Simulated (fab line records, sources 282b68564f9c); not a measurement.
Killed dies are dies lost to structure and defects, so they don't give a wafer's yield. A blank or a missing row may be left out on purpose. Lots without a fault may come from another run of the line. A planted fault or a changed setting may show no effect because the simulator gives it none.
fab line records | flow rit_cmos
record lots=14 wafers=42 last_day=7
route steps=202 shown PWELL@47 PRETRO@73 NLDD@112 CONTACT@181 M1@202
lots that met no fault: from a run of the same line without faults
start_h: hours from the record's first day to the start of the lot's first wafer shown | wait_h: hours since the lot's step before | " the same as in the row above | L1.1+2: a row that stands for several wafers | - no value, or no start given | * or withheld: withheld | < > ~ a bound
route shown NAME@n: a module of which the file shows steps, and the number in the route of the first | usual: mean/standard deviation of fault-free wafers | same: alike in all rows | chamber/n: place in a boat | sites: the reading at each site | _std_site: their standard deviation | _edge_site: outer sites' mean less inner sites' | radius_mm: how far each site lies from the wafer's centre | mask NAME#n: copy n | behind: the tool/chamber that last shaped the wafer | hold: why the lot was held/for how many hours/how that ended | device: the transistor (n, p or np) that didn't switch | end of line: the same wafers' tests at the end of the route | a step without rows: its recipe alone | killed: dies lost to structure and defects at the first sort, not the wafer's yield | map: a wafer's dies, x killed, . not, _ none there
set.NAME: the setting as run; set.NAME@STEP: as run at that earlier step | model.NAME: the simulator's own value behind a step, which no gauge read
steps of the route over a sample of lots; a table a step, a row a wafer
services: from which hour (start_h, from the record's first day; less than 0 if before it) a tool's chamber was out of use, for how many hours, and why
## steps
# step RIT_PWELL_IMPLANT_08
# recipe species=B energy_kev=170 dose_cm2=6.948e+13 tilt_deg=7
# usual beam_energy_keV=170.01/0.049
# columns lot.wafer tool chamber start_h wait_h beam_energy_keV
L258.2 implanter-04 0 26.34 0.2 170.10
L258.5 " 0 " " 170.06
L258.6 " 0 " " 170.02
L259.1 implanter-04 0 30.16 0.2 170.04
L259.2 " 0 " " 170.13
L259.6 " 0 " " 170.00
L260.2 implanter-02 0 34.60 0.2 170.01
L260.4 " 0 " " 170.03
L260.5 " 0 " " 170.07
L261.2 implanter-04 0 40.45 0.2 169.96
L261.4 " 0 " " 170.05
L261.6 " 0 " " 170.00
L262.1 implanter-04 0 44.76 0.2 169.88
L262.4 " 0 " " 169.95
L262.6 " 0 " " 170.06
L263.1 implanter-02 0 48.74 0.2 170.03
L263.3 " 0 " " 169.97
L263.6 " 0 " " 170.00
L265.2 implanter-02 0 59.06 0.2 185.22
L265.5 " 0 " " 185.15
L265.6 " 0 " " 185.16
L269.2 implanter-02 0 79.47 0.2 185.12
L269.3 " 0 " " 185.15
L269.6 " 0 " " 185.23
L274.1 implanter-03 0 104.46 0.2 170.06
L274.3 " 0 " " 170.03
L274.6 " 0 " " 169.99
L275.2 implanter-04 0 108.22 0.2 169.99
L275.3 " 0 " " 169.97
L275.4 " 0 " " 170.09
L276.1 implanter-03 0 114.03 0.2 170.01
L276.4 " 0 " " 169.94
L276.6 " 0 " " 169.99
L277.2 implanter-03 0 117.80 0.2 169.97
L277.4 " 0 " " 169.99
L277.6 " 0 " " 170.00
L280.2 implanter-03 0 133.75 0.2 169.95
L280.4 " 0 " " 169.99
L280.6 " 0 " " 169.98
L281.1 implanter-04 0 139.01 0.2 170.02
L281.4 " 0 " " 169.92
L281.5 " 0 " " 169.96
# step RIT_WELLDRIVE_RS_MEAS_02
# recipe thk_meas_gauge=four-point-probe
# usual PWELL_RS=431.5/1.2
# columns lot.wafer tool chamber start_h wait_h PWELL_RS[ohm/sq]
L258.2 film_metro-02 - 31.92 0.1 432.9
L258.5 " - " " 433.2
L258.6 " - " " 433.2
L259.1 film_metro-01 - 36.98 0.1 430.2
L259.2 " - " " 433.6
L259.6 " - " " 430.8
L260.2 film_metro-04 - 41.09 0.1 432.0
L260.4 " - " " 432.1
L260.5 " - " " 431.3
L261.2 film_metro-02 - 46.03 0.1 432.4
L261.4 " - " " 432.4
L261.6 " - " " 431.6
L262.1 film_metro-02 - 51.30 0.1 430.3
L262.4 " - " " 429.7
L262.6 " - " " 431.7
L263.1 film_metro-04 - 54.62 0.1 430.2
L263.3 " - " " 430.7
L263.6 " - " " 431.0
L265.2 film_metro-04 - 66.80 0.1 427.9
L265.5 " - " " 428.0
L265.6 " - " " 426.8
L269.2 film_metro-04 - 85.17 0.1 427.1
L269.3 " - " " 426.7
L269.6 " - " " 426.8
L274.1 film_metro-01 - 110.25 0.1 429.6
L274.3 " - " " 430.9
L274.6 " - " " 430.2
L275.2 film_metro-01 - 113.81 0.1 432.8
L275.3 " - " " 432.0
L275.4 " - " " 431.7
L276.1 film_metro-01 - 119.62 0.1 430.5
L276.4 " - " " 429.1
L276.6 " - " " 429.5
L277.2 film_metro-04 - 124.73 0.1 432.3
L277.4 " - " " 432.6
L277.6 " - " " 431.9
L280.2 film_metro-02 - 140.08 0.1 433.6
L280.4 " - " " 431.4
L280.6 " - " " 432.2
L281.1 film_metro-04 - 145.09 0.1 430.2
L281.4 " - " " 431.9
L281.5 " - " " 430.1
# step RIT_PRETRO_STRIP_09
# recipe chemistry=O2 time_s=180 resist=NOVOLAK platen_temp_c=withheld power_w=500 pressure_mtorr=4000 o2_flow_sccm=4000
# usual drypump_motor_current_A=5.9/0.66
# columns lot.wafer tool chamber start_h wait_h drypump_motor_current_A rf_hours_counter_h
L258.2 plasma_asher-04 1 35.03 0.1 6.9 40
L258.5 " 0 " " 5.8 -
L258.6 " 1 " " 6.9 -
L259.1 plasma_asher-04 1 40.21 0.1 6.9 40
L259.2 " 0 " " 5.8 40
L259.6 " 1 " " 6.9 -
L260.2 plasma_asher-04 0 44.31 0.1 5.8 41
L260.4 " 1 " " 6.9 -
L260.5 " 1 " " 6.9 -
L261.2 plasma_asher-04 0 49.21 0.1 5.8 42
L261.4 " 1 " " 6.9 -
L261.6 " 1 " " 6.9 -
L262.1 plasma_asher-04 0 54.42 0.1 5.8 42
L262.4 " 1 " " 6.9 -
L262.6 " 0 " " 5.8 -
L263.1 plasma_asher-03 1 57.74 0.1 5.1 42
L263.3 " 0 " " 5.2 -
L263.6 " 1 " " 5.1 -
L265.2 plasma_asher-04 0 69.77 0.1 5.8 44
L265.5 " 1 " " 6.8 -
L265.6 " 0 " " 5.8 -
L269.2 plasma_asher-02 1 88.26 0.1 5.4 44
L269.3 " 1 " " 5.4 -
L269.6 " 0 " " 5.6 -
L274.1 plasma_asher-04 1 113.36 0.1 6.9 49
L274.3 " 1 " " 6.9 -
L274.6 " 0 " " 5.8 -
L275.2 plasma_asher-04 0 116.99 0.1 5.8 50
L275.3 " 1 " " 6.9 -
L275.4 " 0 " " 5.8 -
L276.1 plasma_asher-03 1 122.95 0.1 5.1 1
L276.4 " 1 " " 5.1 -
L276.6 " 0 " " 5.1 -
L277.2 plasma_asher-03 0 127.82 0.1 5.2 1
L277.4 " 0 " " 5.1 -
L277.6 " 1 " " 5.1 -
L280.2 plasma_asher-04 1 143.19 0.1 6.9 52
L280.4 " 1 " " 6.9 -
L280.6 " 0 " " 5.8 -
L281.1 plasma_asher-04 1 148.32 0.1 6.9 53
L281.4 " 0 " " 5.8 -
L281.5 " 0 " " 5.8 -
# step RIT_NLDD_STRIP_09
# recipe chemistry=O2 time_s=180 resist=NOVOLAK platen_temp_c=withheld power_w=500 pressure_mtorr=4000 o2_flow_sccm=4000
# usual drypump_motor_current_A=5.39/0.27
# columns lot.wafer tool chamber start_h wait_h drypump_motor_current_A rf_hours_counter_h
L258.2 plasma_asher-01 1 47.91 0.1 5.08 24
L258.5 " 1 " " 5.09 -
L258.6 " 0 " " 5.82 -
L259.1 plasma_asher-02 1 51.75 0.1 5.37 40
L259.2 " 0 " " 5.59 40
L259.6 " 0 " " 5.61 -
L260.2 plasma_asher-01 1 56.94 0.1 5.10 26
L260.4 " 0 " " 5.84 -
L260.5 " 1 " " 5.10 -
L261.2 plasma_asher-01 1 60.44 0.1 5.10 26
L261.4 " 0 " " 5.86 -
L261.6 " 0 " " 5.83 -
L262.1 plasma_asher-02 0 67.99 0.1 5.59 41
L262.4 " 1 " " 5.40 -
L262.6 " 0 " " 5.58 -
L263.1 plasma_asher-03 0 72.18 0.1 5.15 43
L263.3 " 1 " " 5.15 -
L263.6 " 1 " " 5.14 -
L265.2 plasma_asher-03 1 81.36 0.1 5.15 44
L265.5 " 0 " " 5.15 -
L265.6 " 1 " " 5.13 -
L269.2 plasma_asher-02 1 101.65 0.1 5.41 45
L269.3 " 1 " " 5.45 -
L269.6 " 0 " " 5.58 -
L274.1 plasma_asher-02 1 123.55 0.1 5.47 48
L274.3 " 1 " " 5.41 -
L274.6 " 0 " " 5.57 -
L275.2 plasma_asher-01 0 128.58 0.1 5.80 34
L275.3 " 0 " " 5.82 -
L275.4 " 1 " " 5.09 -
L276.1 plasma_asher-02 0 135.85 0.1 5.57 49
L276.4 " 0 " " 5.56 -
L276.6 " 0 " " 5.56 -
L277.2 plasma_asher-03 1 138.12 0.1 5.10 2
L277.4 " 0 " " 5.15 -
L277.6 " 1 " " 5.13 -
L280.2 plasma_asher-03 1 155.85 0.1 5.13 4
L280.4 " 0 " " 5.17 -
L280.6 " 1 " " 5.14 -
L281.1 plasma_asher-02 0 158.16 0.1 5.57 51
L281.4 " 1 " " 5.44 -
L281.5 " 0 " " 5.58 -
# step RIT_CONTACT_CD_MEAS_90
# recipe target_cd_nm=1000
# usual cd_nm=1000.5/2.1
# columns lot.wafer tool chamber start_h wait_h cd_nm
L258.2 cd_sem-01 - 58.51 0.1 999.7
L258.5 " - " " 1002.1
L258.6 " - " " 998.7
L259.1 cd_sem-01 - 62.42 0.1 1002.3
L259.2 " - " " 1002.9
L259.6 " - " " 1004.1
L260.2 cd_sem-02 - 67.77 0.1 999.9
L260.4 " - " " 999.6
L260.5 " - " " 1003.1
L261.2 cd_sem-02 - 71.23 0.1 997.5
L261.4 " - " " 998.3
L261.6 " - " " 996.8
L262.1 cd_sem-01 - 78.35 0.1 999.4
L262.4 " - " " 997.9
L262.6 " - " " 999.2
L263.1 cd_sem-02 - 83.70 0.1 1003.3
L263.3 " - " " 1002.8
L263.6 " - " " 1003.6
L265.2 cd_sem-01 - 92.34 0.1 999.6
L265.5 " - " " 999.5
L265.6 " - " " 999.3
L269.2 cd_sem-01 - 112.12 0.1 1001.2
L269.3 " - " " 999.5
L269.6 " - " " 1001.6
L274.1 cd_sem-02 - 134.13 0.1 999.8
L274.3 " - " " 997.7
L274.6 " - " " 997.6
L275.2 cd_sem-02 - 139.94 0.1 998.2
L275.3 " - " " 999.2
L275.4 " - " " 998.6
L276.1 cd_sem-01 - 146.72 0.1 1001.9
L276.4 " - " " 1001.7
L276.6 " - " " 1003.9
L277.2 cd_sem-02 - 149.27 0.1 1000.1
L277.4 " - " " 1002.1
L277.6 " - " " 999.7
L280.2 cd_sem-01 - 167.20 0.1 998.0
L280.4 " - " " 998.2
L280.6 " - " " 998.1
L281.1 cd_sem-01 - 168.77 0.1 1001.5
L281.4 " - " " 1001.2
L281.5 " - " " 1004.0
# step RIT_M1_PROBE_99
# usual killed_at_contacts=0.0/0.16 killed_at_front_end=7.1/2.7 killed_dies=7.2/2.7 killed_open=3.5/1.9 killed_short=3.6/1.9
# same gross_dies=264 killed_at_M0_to_M3=0 killed_at_M4_up=0 killed_at_back_side=0 killed_at_other=0
# columns lot.wafer tool chamber start_h wait_h killed_at_contacts killed_at_front_end killed_dies killed_open killed_short
L260.2 prober-02 - 72.28 0.1 0 6 6 3 3
L260.4 prober-02 - 72.38 0.2 1 6 7 4 3
L260.5 prober-02 - 72.43 0.2 0 7 7 6 1
L263.1 prober-01 - 88.21 0.1 0 5 5 4 1
L263.3 prober-01 - 88.31 0.2 0 6 6 6 0
L263.6 prober-01 - 88.46 0.2 0 10 10 1 9
L265.2 prober-01 - 97.02 0.1 0 10 10 5 5
L265.5 prober-01 - 97.17 0.2 0 8 8 4 4
L265.6 prober-01 - 97.22 0.2 0 5 5 3 2
L274.1 prober-02 - 138.82 0.1 0 8 8 2 6
L274.3 prober-02 - 138.92 0.2 0 14 14 6 8
L274.6 prober-02 - 139.07 0.2 0 9 9 4 5
L275.2 prober-01 - 145.11 0.1 0 8 8 4 4
L275.3 prober-01 - 145.16 0.2 0 8 8 3 5
L275.4 prober-01 - 145.21 0.2 0 5 5 1 4
# killed by level:class
L260.2 GATE:geometric_particle:open=3 GATE:geometric_particle:short=3
L260.4 FOX1:geometric_particle:short=2 GATE:geometric_particle:open=2 FOX1:geometric_particle:open=1 SPACER:geometric_particle:open=1 CONTACT:geometric_particle:short=1
L260.5 REOX:geometric_particle:open=3 FOX1:geometric_particle:open=1 GATE:geometric_particle:open=1 GATE:geometric_particle:short=1 SILICIDE:geometric_particle:open=1
L263.1 REOX:geometric_particle:open=2 FOX2:geometric_particle:open=1 GATE:geometric_particle:open=1 GATE:geometric_particle:short=1
L263.3 GATE:geometric_particle:open=3 FOX2:geometric_particle:open=1 REOX:geometric_particle:open=1 SPACER:geometric_particle:open=1
L263.6 GATE:geometric_particle:short=4 SPACER:geometric_particle:short=2 ACTIVE:geometric_particle:short=1 FOX1:geometric_particle:short=1 GATE:geometric_particle:open=1 REOX:geometric_particle:short=1
L265.2 GATE:geometric_particle:short=3 GATE:geometric_particle:open=2 FOX1:geometric_particle:open=1 FOX1:geometric_particle:short=1 FOX2:geometric_particle:open=1 SILICIDE:geometric_particle:open=1 SILICIDE:geometric_particle:short=1
L265.5 FOX1:geometric_particle:short=2 REOX:geometric_particle:open=2 SILICIDE:geometric_particle:short=2 FOX2:geometric_particle:open=1 SILICIDE:geometric_particle:open=1
L265.6 GATE:geometric_particle:open=2 FOX2:geometric_particle:short=1 GATE:geometric_particle:short=1 SILICIDE:geometric_particle:open=1
L274.1 GATE:geometric_particle:short=3 FOX2:geometric_particle:short=2 GATE:geometric_particle:open=2 REOX:geometric_particle:short=1
L274.3 SILICIDE:geometric_particle:open=3 FOX2:geometric_particle:short=2 GATE:geometric_particle:open=2 REOX:geometric_particle:short=2 SPACER:geometric_particle:short=2 FOX1:geometric_particle:open=1 GATE:geometric_particle:short=1 SILICIDE:geometric_particle:short=1
L274.6 FOX2:geometric_particle:short=3 GATE:geometric_particle:open=3 FOX1:geometric_particle:short=1 GATE:geometric_particle:short=1 SILICIDE:geometric_particle:open=1
L275.2 FOX2:geometric_particle:short=2 SPACER:geometric_particle:open=2 FOX1:geometric_particle:short=1 GATE:geometric_particle:open=1 SPACER:geometric_particle:short=1 SILICIDE:geometric_particle:open=1
L275.3 REOX:geometric_particle:short=2 GATE:geometric_particle:short=1 GATE:geometric_particle:open=1 REOX:geometric_particle:open=1 SPACER:geometric_particle:short=1 SILICIDE:geometric_particle:open=1 SILICIDE:geometric_particle:short=1
L275.4 GATE:geometric_particle:short=3 SILICIDE:geometric_particle:short=1 SILICIDE:geometric_particle:open=1
## services
# columns tool chamber start_h hours kind
implanter-03 - 4.87 78.7 pm
plasma_asher-01 - 40.98 2.3 repair
plasma_asher-02 - 41.58 7.8 repair
plasma_asher-03 - 108.75 9.0 pm
plasma_asher-03 0 108.75 9.0 vent_cycle
plasma_asher-03 1 108.75 9.0 vent_cycle
plasma_asher-02 - 109.58 2.8 pm
plasma_asher-03 0 117.75 - clean
plasma_asher-03 1 117.75 - clean
## key
first_sign step=RIT_PWELL_IMPLANT_08 reading=beam_energy_keV direction=up sigmas=99+ usual=170.01 struck=185.17
effect step=RIT_WELLDRIVE_RS_MEAS_02 reading=PWELL_RS direction=down sigmas=3.5 usual=431.5 struck=427.2
met_at RIT_PWELL_IMPLANT_08
struck_lots L265,L269
tester_left_out L265,L269
not_acting_at RIT_PRETRO_STRIP_09,RIT_NLDD_STRIP_09,RIT_CONTACT_CD_MEAS_90
onset_between 48.74 59.06
fault kind=process_parameter_drift tool=implanter-02 chamber=- onset_h=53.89 steps=RIT_PWELL_IMPLANT_08 channel=energy_kev offset=15.168 shape=step end_h=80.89 acts_in=these_recipes_only stated=170
# tester_left_out: of these lots the tester's yield and bins aren't shown, on N5 and GAA mostly nor the transistor test; their killed dies are dies lost to structure and defects alone, not to doping, threshold or leakage, so they don't give the yield
